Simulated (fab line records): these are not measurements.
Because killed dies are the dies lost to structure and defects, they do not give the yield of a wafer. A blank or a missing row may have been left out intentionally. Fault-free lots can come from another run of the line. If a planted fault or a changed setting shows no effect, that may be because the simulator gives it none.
Chamber matching :: flow berkeleyCmos170 :: cmp-01 running UCB170_V1_CMP_02: 4 sister chambers
The step polishes SiO2. 4 wafers are shown with their chamber, then 8 later ones without.

WAFERS WITH THEIR CHAMBER
wafer: L167.2
chamber: 0
motorCurrentA (A): 14.8

wafer: L169.2
chamber: 1
motorCurrentA (A): 16.5

wafer: L172.5
chamber: 3
motorCurrentA (A): 13.6

wafer: L181.1
chamber: 2
motorCurrentA (A): 17.6

WAFERS WITH NO CHAMBER GIVEN
wafer: L181.4
motorCurrentA (A): 15.2

wafer: L181.6
motorCurrentA (A): 16.2

wafer: L180.2
motorCurrentA (A): 17.9

wafer: L180.4
motorCurrentA (A): 15.9

wafer: L180.5
motorCurrentA (A): 13.7

wafer: L182.2
motorCurrentA (A): 16.4

wafer: L182.4
motorCurrentA (A): 12.8

wafer: L182.5
motorCurrentA (A): 18.4

WHICH CHAMBER EACH WENT THROUGH
wafer: L181.4
from the rows above: can't be placed: 0 or 1
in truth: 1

wafer: L181.6
from the rows above: 1
in truth: 1

wafer: L180.2
from the rows above: 2
in truth: 2

wafer: L180.4
from the rows above: can't be placed: 1 or 0
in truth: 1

wafer: L180.5
from the rows above: 3
in truth: 3

wafer: L182.2
from the rows above: 1
in truth: 1

wafer: L182.4
from the rows above: 3
in truth: 3

wafer: L182.5
from the rows above: 2
in truth: 2
Correct placement for 6 of the 8. Cannot be placed on the basis of these rows: 2; the candidates contain the true chamber in 2. Number placed wrongly: 0.
How it was worked out, from the rows above alone: a wafer's distance from a chamber is the root of the sum, over the readings, of the square of ((its reading less the chamber's mean) divided by the reading's scatter). The wafer belongs to the nearest chamber; if the next one is less than 2 further off, it can't be placed. For every chamber, the mean is computed from those of its wafers that are shown. The scatter: root of mean squared gap, hidden wafer to nearest shown wafer, with one shown wafer a chamber.
